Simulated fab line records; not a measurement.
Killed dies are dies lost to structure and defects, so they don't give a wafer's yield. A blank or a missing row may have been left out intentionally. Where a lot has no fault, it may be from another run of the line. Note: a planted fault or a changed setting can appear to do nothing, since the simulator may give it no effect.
Which of the tools did it? / flow rit_cmos / 42 wafers from 14 lots sampled at 4 of the route's 202 steps

## WHAT EACH GAUGE READ, for each wafer
RIT_NSD_OVL_MEAS_06. Usual: NSD_OVL gives -0.2 nm (standard deviation 1.5).
lot=L945; measured=day 2 23:47; on=overlay-01; NSD_OVL (nm)=0.4 1.1 1.5; flag=
lot=L947; measured=day 3 09:39; on=overlay-01; NSD_OVL (nm)=-2.8 -2.2 -1.4; flag=
lot=L949; measured=day 3 19:01; on=overlay-02; NSD_OVL (nm)=-0.7 1.6 1.1; flag=
lot=L950; measured=day 4 00:11; on=overlay-01; NSD_OVL (nm)=0.7 -0.3 -2.7; flag=
lot=L951; measured=day 4 05:02; on=overlay-01; NSD_OVL (nm)=-2.4 -3.3 -2.3; flag=
lot=L952; measured=day 4 09:26; on=overlay-01; NSD_OVL (nm)=-3.7 -2.0 0.0; flag=
lot=L955; measured=day 5 01:03; on=overlay-02; NSD_OVL (nm)=-0.8 0.5 1.2; flag=
lot=L959; measured=day 5 21:26; on=overlay-01; NSD_OVL (nm)=-0.4 -1.1 -0.9; flag=
lot=L962; measured=day 6 14:05; on=overlay-02; NSD_OVL (nm)=1.5 2.8 1.5; flag=
lot=L963; measured=day 6 18:23; on=overlay-02; NSD_OVL (nm)=-1.6 0.4 -0.6; flag=
lot=L965; measured=day 7 03:19; on=overlay-01; NSD_OVL (nm)=-0.3 -2.1 -0.7; flag=
lot=L966; measured=day 7 07:18; on=overlay-02; NSD_OVL (nm)=-2.8 0.9 0.3; flag=
lot=L967; measured=day 7 13:08; on=overlay-02; NSD_OVL (nm)=-0.8 0.5 1.4; flag=
lot=L968; measured=day 7 19:31; on=overlay-02; NSD_OVL (nm)=-1.0 -0.5 0.1; flag=

RIT_CONTACT_OVL_MEAS_09. Usual: CONTACT_OVL gives -0.8 nm (standard deviation 1.3).
lot=L945; measured=day 3 04:33; on=overlay-01; CONTACT_OVL (nm)=-0.6 -2.0 -0.4; flag=
lot=L947; measured=day 3 14:26; on=overlay-01; CONTACT_OVL (nm)=-2.4 -1.6 -2.4; flag=
lot=L949; measured=day 3 23:46; on=overlay-01; CONTACT_OVL (nm)=-1.0 0.6 0.9; flag=
lot=L950; measured=day 4 05:05; on=overlay-02; CONTACT_OVL (nm)=-0.7 -1.2 -0.7; flag=
lot=L951; measured=day 4 09:53; on=overlay-01; CONTACT_OVL (nm)=0.3 1.6 -1.8; flag=
lot=L952; measured=day 4 14:11; on=overlay-02; CONTACT_OVL (nm)=-0.2 0.0 0.2; flag=
lot=L955; measured=day 5 05:42; on=overlay-01; CONTACT_OVL (nm)=-0.3 -0.8 2.0; flag=
lot=L959; measured=day 6 02:20; on=overlay-01; CONTACT_OVL (nm)=-2.1 -2.6 -2.2; flag=
lot=L962; measured=day 6 19:01; on=overlay-01; CONTACT_OVL (nm)=-1.5 -1.3 -1.2; flag=
lot=L963; measured=day 6 23:11; on=overlay-01; CONTACT_OVL (nm)=1.1 -0.4 1.8; flag=
lot=L965; measured=day 7 08:17; on=overlay-01; CONTACT_OVL (nm)=-0.5 -1.4 1.1; flag=
lot=L966; measured=day 7 12:11; on=overlay-01; CONTACT_OVL (nm)=-2.6 -1.4 -2.3; flag=
lot=L967; measured=day 7 18:04; on=overlay-02; CONTACT_OVL (nm)=1.2 0.1 1.7; flag=
lot=L968; measured=day 8 00:28; on=overlay-01; CONTACT_OVL (nm)=-0.5 0.0 -1.2; flag=

## WHAT TOOL EACH LOT RAN ON (gives the tool, then ch and the chambers of the sampled wafers, and finally the start)
lot=L945; RIT_PSD_HMDS_00=litho_track-04 ch 0, day 3 00:22; RIT_SILICIDE_RTA_06=rtp_anneal-01 ch 0, day 3 03:10
lot=L947; RIT_PSD_HMDS_00=litho_track-01 ch 0, day 3 10:14; RIT_SILICIDE_RTA_06=rtp_anneal-01 ch 0, day 3 13:02
lot=L949; RIT_PSD_HMDS_00=litho_track-04 ch 0, day 3 19:35; RIT_SILICIDE_RTA_06=rtp_anneal-01 ch 0, day 3 22:25
lot=L950; RIT_PSD_HMDS_00=litho_track-02 ch 0, day 4 00:47; RIT_SILICIDE_RTA_06=rtp_anneal-02 ch 0, day 4 03:42
lot=L951; RIT_PSD_HMDS_00=litho_track-04 ch 0, day 4 05:38; RIT_SILICIDE_RTA_06=rtp_anneal-01 ch 0, day 4 08:27
lot=L952; RIT_PSD_HMDS_00=litho_track-02 ch 0, day 4 10:01; RIT_SILICIDE_RTA_06=rtp_anneal-02 ch 0, day 4 12:49
lot=L955; RIT_PSD_HMDS_00=litho_track-02 ch 0, day 5 01:37; RIT_SILICIDE_RTA_06=rtp_anneal-01 ch 0, day 5 04:26
lot=L959; RIT_PSD_HMDS_00=litho_track-01 ch 0, day 5 22:01; RIT_SILICIDE_RTA_06=rtp_anneal-01 ch 0, day 6 00:56
lot=L962; RIT_PSD_HMDS_00=litho_track-01 ch 0, day 6 14:40; RIT_SILICIDE_RTA_06=rtp_anneal-02 ch 0, day 6 17:38
lot=L963; RIT_PSD_HMDS_00=litho_track-04 ch 0, day 6 19:00; RIT_SILICIDE_RTA_06=rtp_anneal-01 ch 0, day 6 21:55
lot=L965; RIT_PSD_HMDS_00=litho_track-02 ch 0, day 7 03:54; RIT_SILICIDE_RTA_06=rtp_anneal-01 ch 0, day 7 06:47
lot=L966; RIT_PSD_HMDS_00=litho_track-02 ch 0, day 7 07:52; RIT_SILICIDE_RTA_06=rtp_anneal-02 ch 0, day 7 10:47
lot=L967; RIT_PSD_HMDS_00=litho_track-02 ch 0, day 7 13:53; RIT_SILICIDE_RTA_06=rtp_anneal-01 ch 0, day 7 16:48
lot=L968; RIT_PSD_HMDS_00=litho_track-04 ch 0, day 7 20:05; RIT_SILICIDE_RTA_06=rtp_anneal-02 ch 0, day 7 23:05
- RIT_PSD_HMDS_00: prime time 60 s.
- RIT_SILICIDE_RTA_06: time 10 s, ramp up 5 s, ramp down 10 s.

## AS READ BY THE TOOLS THEMSELVES (means over the sampled wafers that have a number; for cases with no such wafer, the mark the record gives instead)
RIT_PSD_HMDS_00. Usual: prime_temp_c at 139.98 C, with a standard deviation of 0.14.
lot=L945; tool=litho_track-04; prime_temp_c (C)=139.95; flag=
lot=L947; tool=litho_track-01; prime_temp_c (C)=139.77; flag=
lot=L949; tool=litho_track-04; prime_temp_c (C)=139.84; flag=
lot=L950; tool=litho_track-02; prime_temp_c (C)=140.10; flag=
lot=L951; tool=litho_track-04; prime_temp_c (C)=140.02; flag=
lot=L952; tool=litho_track-02; prime_temp_c (C)=149.91; flag=OFF
lot=L955; tool=litho_track-02; prime_temp_c (C)=149.65; flag=OFF
lot=L959; tool=litho_track-01; prime_temp_c (C)=139.84; flag=
lot=L962; tool=litho_track-01; prime_temp_c (C)=139.97; flag=
lot=L963; tool=litho_track-04; prime_temp_c (C)=140.07; flag=
lot=L965; tool=litho_track-02; prime_temp_c (C)=140.05; flag=
lot=L966; tool=litho_track-02; prime_temp_c (C)=139.94; flag=
lot=L967; tool=litho_track-02; prime_temp_c (C)=139.84; flag=
lot=L968; tool=litho_track-04; prime_temp_c (C)=140.01; flag=

RIT_SILICIDE_RTA_06. Usual: wafer_temp_C_max at 753.4, with a standard deviation of 1.4.
lot=L945 tool=rtp_anneal-01 wafer_temp_C_max=752.3 flag=
lot=L947 tool=rtp_anneal-01 wafer_temp_C_max=752.6 flag=
lot=L949 tool=rtp_anneal-01 wafer_temp_C_max=752.7 flag=
lot=L950 tool=rtp_anneal-02 wafer_temp_C_max=753.6 flag=
lot=L951 tool=rtp_anneal-01 wafer_temp_C_max=752.0 flag=
lot=L952 tool=rtp_anneal-02 wafer_temp_C_max=755.2 flag=
lot=L955 tool=rtp_anneal-01 wafer_temp_C_max=752.4 flag=
lot=L959 tool=rtp_anneal-01 wafer_temp_C_max=752.8 flag=
lot=L962 tool=rtp_anneal-02 wafer_temp_C_max=754.5 flag=
lot=L963 tool=rtp_anneal-01 wafer_temp_C_max=752.2 flag=
lot=L965 tool=rtp_anneal-01 wafer_temp_C_max=752.9 flag=
lot=L966 tool=rtp_anneal-02 wafer_temp_C_max=755.1 flag=
lot=L967 tool=rtp_anneal-01 wafer_temp_C_max=753.1 flag=
lot=L968 tool=rtp_anneal-02 wafer_temp_C_max=754.5 flag=

## THE ANSWER, worked out from the rows above alone
Rule: a lot counts as off when the mean over its wafers that have a number is more than 3 standard deviations away from the usual mean. A lot without any number at a reading at which 4 lots or more have one is off too. The other lots that the step has rows for count as sound. After the gauges, taken in route order, come the tools' own readings; for these a lot's mean is taken, as printed above. The first step at which some lot is off is used, and at that step the reading that is off furthest; a lot without a number counts as furthest.
Off: L952, L955, at RIT_PSD_HMDS_00 (prime_temp_c).
If a tool, at that step or one of the process steps before it, ran each lot that is off and ran no sound lot following the first of them, it fits. None of those tried fits.

## WHAT THE SIMULATOR HAD INSERTED
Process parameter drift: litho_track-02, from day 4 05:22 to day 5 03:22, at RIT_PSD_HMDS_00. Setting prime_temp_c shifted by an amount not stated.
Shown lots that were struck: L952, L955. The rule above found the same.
